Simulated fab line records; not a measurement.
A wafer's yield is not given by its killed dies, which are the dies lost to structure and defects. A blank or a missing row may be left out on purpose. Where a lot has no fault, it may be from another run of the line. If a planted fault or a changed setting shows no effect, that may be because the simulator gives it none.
A lot that was struck, set against a sound lot    flow rit_cmos    15 steps out of a route of 202
Sound: wafers L238.1, L238.4, L238.6. The struck wafers were L257.2, L257.3, L257.4. Last of all comes the cause.
At each step with rows: each side's tool, then ch and its chambers, then its first start. Under that, the readings that differ: sound wafers    struck wafers    difference of the means    sigmas: that difference in standard deviations of wafers without a fault.
alike: same words and numbers on both sides, and readings whose means sit less than 2 such deviations apart. not compared: any withheld reading, any reading some wafer has no value for, any bound like >300 that may hide the same value, and any number with overlapping values for which the record gives no deviation.
Wherever a step has rows on one side only, a row that says differs or no value, or a row with sigmas, the two part there. Non-overlapping numbers with no deviation appear without sigmas and do not part them. A reading missing from all wafers of one side parts the sides only when that side holds two or more wafers.

first, 1 step without rows for these wafers: RIT_CONTACT_CLEAN_14 (cleans in SC2, time 600 s).
RIT_M1_SPUTTER_00: material Al, target thk 400 nm, time 500 s.
  struck on pvd_sputter-01, day 7 12:55; sound on pvd_sputter-03, day 3 14:09
  alike: throttle_valve_pct
RIT_M1_RS_MEAS_01: the measuring method here is four-point-probe.
  struck on film_metro-02, day 7 13:14; sound on film_metro-04, day 3 14:27
  alike: M1_AL_RS
RIT_M1_THK_MEAS_02: measures by xrf.
  struck on film_metro-02, day 7 13:20; sound on film_metro-04, day 3 14:34
  alike: M1_AL_THK
then, 6 steps without rows for these wafers: RIT_M1_HMDS_03 (prime time 60 s); RIT_M1_COAT_04 (resist thk 1300 nm); RIT_M1_SOFTBAKE_05 (time 60 s); RIT_M1_EXPOSE_06 (exposes mask M12, target cd 2600 nm); RIT_M1_PEB_07; RIT_M1_DEVELOP_08 (develop time 68 s).
RIT_M1_CD_MEAS_09: the cd target is 2600 nm.
  struck on cd_sem-01, day 7 14:17; sound on cd_sem-02, day 3 15:46
  alike: cd_nm
RIT_M1_OVL_MEAS_10:
  struck on overlay-01, day 7 14:24; sound on overlay-01, day 3 15:53
  alike: M1_OVL
RIT_M1_HARDBAKE_11: time 120 s.
  sound on litho_track-04 ch 0, day 3 16:08; struck on litho_track-03 ch 0, day 7 14:28
reading                   sound                 struck                difference  sigmas
heater_power_total_W (W)  52.08 51.97 52.02     51.12 51.24 51.13     -0.86       -15
plate_temp_C (C)          140.14 140.14 140.13  137.94 137.95 137.88  -2.21       -16
RIT_M1_METAL_ETCH_12: etches Al in Cl2/BCl3, stops on SiO2, time 165 s, target depth 600 nm.
  sound on rie_metal-04 ch 1, day 3 16:23; struck on rie_metal-04 ch 0,1, day 7 14:41
  alike: bcl3_flow_sccm, chamber_pressure_mTorr, drypump_motor_current_A, oes_product_au, throttle_valve_pct
  not compared: rf_hours_counter_h
RIT_M1_PROBE_99:
  struck on prober-01, day 7 16:59; sound on prober-02, day 3 18:47
  alike: defect_limited_yield, killed_at_contacts, killed_at_front_end, killed_dies, killed_open, killed_short, sort_bin_3_pad_short, sort_bin_5_function, sort_bin_6_memory, sort_n_pass, sort_yield_pct

== WHERE THEY PART ==
At RIT_M1_HARDBAKE_11 and nowhere else, as far as this record goes. Later steps at which nothing parts them and some readings are alike: RIT_M1_METAL_ETCH_12, RIT_M1_PROBE_99.

WHY: whatever the simulator had introduced
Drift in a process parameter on litho_track-03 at RIT_M1_HARDBAKE_11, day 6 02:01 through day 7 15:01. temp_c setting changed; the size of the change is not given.
